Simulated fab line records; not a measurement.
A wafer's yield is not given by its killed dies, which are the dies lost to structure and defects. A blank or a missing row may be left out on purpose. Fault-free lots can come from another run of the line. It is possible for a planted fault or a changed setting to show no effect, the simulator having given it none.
A lot that was struck, set against a sound lot | flow berkeley-cmos170 | 15 steps out of a route of 331
Sound: these wafers, L330.3, L330.4, L330.6. Wafers L344.1, L344.3, L344.4 were the ones struck. The cause comes at the end.
For every step that has rows: the tool of each side, followed by ch and its chambers, followed by its first start. Under that, the readings that differ: sound wafers | struck wafers | difference of the means | sigmas: that difference in standard deviations of wafers without a fault.
alike: readings whose means differ by less than 2 such deviations, and words and numbers that are the same on both sides. not compared: withheld readings, readings that some wafer has no value for, bounds like >300 that may hide the same value, and numbers for which the record gives no deviation and whose values overlap.
Wherever a step has rows on one side only, a row that says differs or no value, or a row with sigmas, the two part there. Non-overlapping numbers with no deviation appear without sigmas and do not part them. Lack of a reading on every wafer of one side parts them only where that side has two or more wafers.

first, 1 step without rows for these wafers: UCB170_ACTIVE_DEVELOP_12 (develop time 45 s).
UCB170_ACTIVE_CD_MEAS_13: target cd 1200 nm.
  sound: cd-sem-02 at day 4 19:37; struck: cd-sem-01 at day 7 22:46
  alike: cd-nm
UCB170_ACTIVE_OVL_MEAS_14:
  sound: overlay-02 at day 4 19:42; struck: overlay-01 at day 7 22:53
  alike: ACTIVE_OVL
UCB170_ACTIVE_ETCH_15: etches Si3N4 in CH3F/Ar/O2, stops on SiO2, target depth 242 nm, time 151 s.
  sound on rie-diel-03 ch 0,2, day 4 19:43; struck on rie-diel-03 ch 0,1,3, day 7 22:55
  alike: O2_flow_sccm, drypump-motor-current-A, oes-product-au, throttle-valve-pct
  not compared: rf-hours-counter-h
UCB170_ACTIVE_STRIP_16: strips in O2.
  sound on plasma-asher-02 ch 0,1, day 4 19:51; struck on plasma-asher-02 ch 0,1, day 7 23:01
  alike: drypump-motor-current-A, oes-product-au, strip-time-to-endpoint-s
  not compared: rf-hours-counter-h
UCB170_ACTIVE_CD_MEAS_90: target cd 1200 nm.
  sound: cd-sem-02 at day 4 19:58; struck: cd-sem-01 at day 7 23:07
  alike: cd-nm
then, 6 steps without rows for these wafers: UCB170_ACTIVE_CLEAN_17 (cleans in SPM, time 600 s); UCB170_PFIELD_HMDS_00 (prime time 60 s); UCB170_PFIELD_COAT_01 (resist thk 900 nm); UCB170_PFIELD_SOFTBAKE_02 (time 60 s); UCB170_PFIELD_EXPOSE_03 (exposes mask PFIELD, target cd 1500 nm); UCB170_PFIELD_PEB_04.
UCB170_PFIELD_DEVELOP_05: develop time 45 s.
  sound on litho-track-02 ch 0, day 4 23:00; struck on litho-track-01 ch 0, day 8 01:00
  reading              | sound             | struck            | difference | sigmas
  developer-temp-C (C) | 20.94 20.96 21.07 | 23.08 22.98 23.17 | +2.09      | +17
  alike: exhaust-pa
UCB170_PFIELD_OVL_MEAS_06:
  sound: overlay-01 at day 4 23:59; struck: overlay-01 at day 8 02:07
  alike: PFIELD_OVL
UCB170_M3_PROBE_99:
  rows exist in the record for the sound wafers here (prober-02, day 8 10:16), none for the struck ones

WHERE THEY PART
Last at UCB170_M3_PROBE_99 as far as this record goes, first at UCB170_PFIELD_DEVELOP_05.

WHY: whatever the simulator had introduced
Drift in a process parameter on litho-track-01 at UCB170_PFIELD_DEVELOP_05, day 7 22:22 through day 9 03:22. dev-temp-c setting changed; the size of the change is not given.
